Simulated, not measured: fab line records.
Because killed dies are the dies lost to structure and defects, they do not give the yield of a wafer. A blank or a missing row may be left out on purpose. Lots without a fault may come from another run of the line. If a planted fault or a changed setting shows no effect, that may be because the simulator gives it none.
Check of tool commonality -- flow berkeleyCmos170 -- Sample size 14 lots and 42 wafers

## REASON FOR OPENING
Of 14 lots, 3 have the reading NSD_RS flagged at UCB170_SDANNEAL_RS_MEAS_03. Fault-free wafers read 37.29 ohm/sq, with a standard deviation of 0.073.
Rule: a lot is flagged when every wafer of it that has a number lies more than 4 standard deviations from that mean, or none has a number. The other lots count as sound.

lot,measured,on,"NSD_RS (ohm/sq), wafer by wafer",flag
L679,day 8 14:02,filmMetro-04,37.38 37.31 37.28,
L678,day 8 14:04,filmMetro-03,37.26 37.34 37.33,
L677,day 8 14:21,filmMetro-01,37.19 37.26 37.22,
L680,day 8 14:50,filmMetro-04,37.27 37.20 37.41,
L681,day 9 11:32,filmMetro-04,37.38 37.24 37.20,
L684,day 9 22:34,filmMetro-03,36.87 36.91 36.99,FLAGGED
L687,day 10 10:50,filmMetro-04,36.83 36.90 36.90,FLAGGED
L690,day 10 22:35,filmMetro-04,37.26 37.24 37.19,
L689,day 10 22:39,filmMetro-03,36.89 36.86 36.83,FLAGGED
L691,day 11 17:24,filmMetro-04,37.29 37.27 37.34,
L693,day 12 00:56,filmMetro-01,37.39 37.28 37.32,
L698,day 12 19:54,filmMetro-03,37.32 37.27 37.37,
L696,day 12 21:14,filmMetro-01,37.26 37.28 37.31,
L700,day 12 21:37,filmMetro-04,37.05 37.09 37.22,
The numbers of the flagged lots are 36.89 ohm/sq on average: -0.40 ohm/sq against the usual, or -6 standard deviations.

## TOOL THAT RAN EACH LOT
The record holds 3 process steps before the reading, out of a route of 331 steps. Every cell lists first the tool, next ch and the chambers used by the sampled wafers, and last the start.
lot,flag,UCB170_PSD_STRIP_09,UCB170_NSD_IMPLANT_08,UCB170_NSD_STRIP_09
L679,,"plasmaAsher-01 ch 0,1, day 8 10:26","implanter-02 ch 0, day 8 12:26","plasmaAsher-03 ch 0,1, day 8 12:34"
L678,,"plasmaAsher-04 ch 0, day 8 10:19","implanter-02 ch 0, day 8 12:10","plasmaAsher-01 ch 0,1, day 8 12:17"
L677,,"plasmaAsher-03 ch 0,1, day 8 10:38","implanter-02 ch 0, day 8 12:47","plasmaAsher-01 ch 0,1, day 8 12:55"
L680,,"plasmaAsher-04 ch 0,1, day 8 11:07","implanter-02 ch 0, day 8 12:58","plasmaAsher-02 ch 0,1, day 8 13:07"
L681,,"plasmaAsher-03 ch 0,1, day 9 04:59","implanter-03 ch 0, day 9 09:46","plasmaAsher-01 ch 0,1, day 9 09:55"
L684,FLAGGED,"plasmaAsher-03 ch 0,1, day 9 19:13","implanter-02 ch 0, day 9 21:07","plasmaAsher-01 ch 0,1, day 9 21:14"
L687,FLAGGED,"plasmaAsher-04 ch 0,1, day 10 07:13","implanter-02 ch 0, day 10 09:21","plasmaAsher-03 ch 0,1, day 10 09:29"
L690,,"plasmaAsher-03 ch 0,1, day 10 19:16","implanter-01 ch 0, day 10 21:07","plasmaAsher-03 ch 0,1, day 10 21:16"
L689,FLAGGED,"plasmaAsher-04 ch 0,1, day 10 19:09","implanter-02 ch 0, day 10 20:51","plasmaAsher-02 ch 0,1, day 10 21:00"
L691,,"plasmaAsher-01 ch 1, day 11 12:26","implanter-01 ch 0, day 11 15:02","plasmaAsher-03 ch 0,1, day 11 15:11"
L693,,"plasmaAsher-03 ch 1, day 11 21:50","implanter-01 ch 0, day 11 23:29","plasmaAsher-03 ch 1, day 11 23:37"
L698,,"plasmaAsher-01 ch 0,1, day 12 16:11","implanter-01 ch 0, day 12 18:22","plasmaAsher-01 ch 0,1, day 12 18:31"
L696,,"plasmaAsher-03 ch 0,1, day 12 16:49","implanter-03 ch 0, day 12 19:17","plasmaAsher-02 ch 0,1, day 12 19:24"
L700,,"plasmaAsher-04 ch 0,1, day 12 16:57","implanter-01 ch 0, day 12 19:22","plasmaAsher-01 ch 0,1, day 12 19:31"
What these steps do:
- UCB170_PSD_STRIP_09: strips in O2.
- UCB170_NSD_IMPLANT_08
- UCB170_NSD_STRIP_09: strips in O2.
- UCB170_SDANNEAL_RS_MEAS_03: measures by four-point-probe.

## FLAGGED OVER TOTAL, TOOL BY TOOL (the gauges that took the reading come last)
step,tool,lots run,flagged,share of the flagged lots,sound lots run after its first flagged lot
UCB170_PSD_STRIP_09,plasmaAsher-01,3,0,none,-
UCB170_PSD_STRIP_09,plasmaAsher-03,6,1,some,"3 (L690,L693,L696)"
UCB170_PSD_STRIP_09,plasmaAsher-04,5,2,some,1 (L700)
UCB170_NSD_IMPLANT_08,implanter-01,5,0,none,-
UCB170_NSD_IMPLANT_08,implanter-02,7,3,all,0
UCB170_NSD_IMPLANT_08,implanter-03,2,0,none,-
UCB170_NSD_STRIP_09,plasmaAsher-01,6,1,some,"2 (L698,L700)"
UCB170_NSD_STRIP_09,plasmaAsher-02,3,1,some,1 (L696)
UCB170_NSD_STRIP_09,plasmaAsher-03,5,1,some,"3 (L690,L691,L693)"
UCB170_SDANNEAL_RS_MEAS_03,filmMetro-01,3,0,none,-
UCB170_SDANNEAL_RS_MEAS_03,filmMetro-03,4,2,some,1 (L698)
UCB170_SDANNEAL_RS_MEAS_03,filmMetro-04,7,1,some,"3 (L690,L691,L700)"

## WHAT IS ALLOWED BY THE TABLE
1 row of the table ran every flagged lot: implanter-02 at UCB170_NSD_IMPLANT_08.
- implanter-02 at UCB170_NSD_IMPLANT_08: 3 of its 7 lots flagged. It ran its last sound lot, L680, at day 8 12:58 and its first flagged lot, L684, at day 9 21:07: a fault with its onset between the two fits. Its own readings (beamEnergyKeV) fall more than 4 standard deviations out on all wafers of the flagged lots.
Just one tool remains: implanter-02 at UCB170_NSD_IMPLANT_08.

## WHAT THE SIMULATOR HAD PUT IN
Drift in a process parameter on implanter-02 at UCB170_NSD_IMPLANT_08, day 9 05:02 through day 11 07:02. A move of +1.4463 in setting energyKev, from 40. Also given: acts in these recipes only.
Lots struck among those shown: L684, L687, L689. Same finding as the rule above.
